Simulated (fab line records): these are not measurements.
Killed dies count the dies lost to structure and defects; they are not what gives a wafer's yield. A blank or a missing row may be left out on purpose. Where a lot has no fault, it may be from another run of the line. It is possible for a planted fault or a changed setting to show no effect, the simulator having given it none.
A lot that was struck, set against a sound lot :: flow berkeley cmos170 :: 14 steps out of a route of 331
Sound: these wafers, L414.1, L414.4, L414.6. Wafers struck: L420.1, L420.5, L420.6. Last of all comes the cause.
Order at every step that has rows: each side's tool, ch and its chambers, its first start. Under that, the readings that differ: sound wafers :: struck wafers :: difference of the means :: sigmas: that difference in standard deviations of wafers without a fault.
alike: a reading whose means differ by less than 2 such deviations, as well as words and numbers matching on both sides. not compared: withheld readings; readings where some wafer has no value; bounds like >300 that might hide an equal value; numbers whose values overlap and for which the record gives no deviation.
The two part at a step that has a row with sigmas, a row that says differs or no value, or rows on one side only. Numbers that have no deviation but don't overlap get no sigmas and don't part them. Lack of a reading on every wafer of one side parts them only where that side has two or more wafers.

first, 1 step without rows for these wafers: UCB170_M3_PRE_CLEAN_00 (preclean etch time 60 s).
UCB170_M3_SPUTTER_01: material Al, target thk 900 nm, time 120 s.
  struck on pvd sputter-02, day 11 13:41; sound on pvd sputter-01, day 10 05:50
  alike: throttle valve pct
UCB170_M3_RS_MEAS_02: measures by four-point-probe.
  struck on film metro-03, day 11 13:47; sound on film metro-01, day 10 05:55
  alike: M3_AL_RS
UCB170_M3_THK_MEAS_03: measures by xrf.
  struck on film metro-03, day 11 13:54; sound on film metro-01, day 10 06:02
  alike: M3_AL_THK
then, 3 steps without rows for these wafers: UCB170_M3_HMDS_04 (prime time 60 s); UCB170_M3_COAT_05 (resist thk 900 nm); UCB170_M3_SOFTBAKE_06 (time 60 s).
UCB170_M3_STRIP_07: strips in O2.
  sound on plasma asher-02 ch 0, day 10 07:18; struck on plasma asher-02 ch 0,1, day 11 15:10
  alike: drypump motor current A, oes product au, strip time to endpoint s
  not compared: rf hours counter h
then, 4 steps without rows for these wafers: UCB170_M3_STRIP_08 (strips KrF in DMSO, time 600 s); UCB170_M3_COAT_09; UCB170_M3_COAT_10 (resist thk 900 nm); UCB170_M3_SOFTBAKE_11 (time 60 s).
UCB170_M3_EXPOSE_12: exposes mask METAL3, target cd 700 nm.
  struck on krf scanner-01, day 11 17:32; sound on krf scanner-01 ch 0, day 10 08:57
  no value came back on the struck wafers for exposure dose mJ cm2, focus offset nm (nm); on the sound wafers exposure dose mJ cm2 reads 26.042 25.979 25.997
  alike: mask
next, for these wafers, 1 step has no rows: UCB170_M3_PEB_13.

WHERE THEY PART
Only at UCB170_M3_EXPOSE_12, within this record.

WHY: what the simulator had put in
Step skipped in full: krf scanner-01, at UCB170_M3_EXPOSE_12, from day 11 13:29 onward. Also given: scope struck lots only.
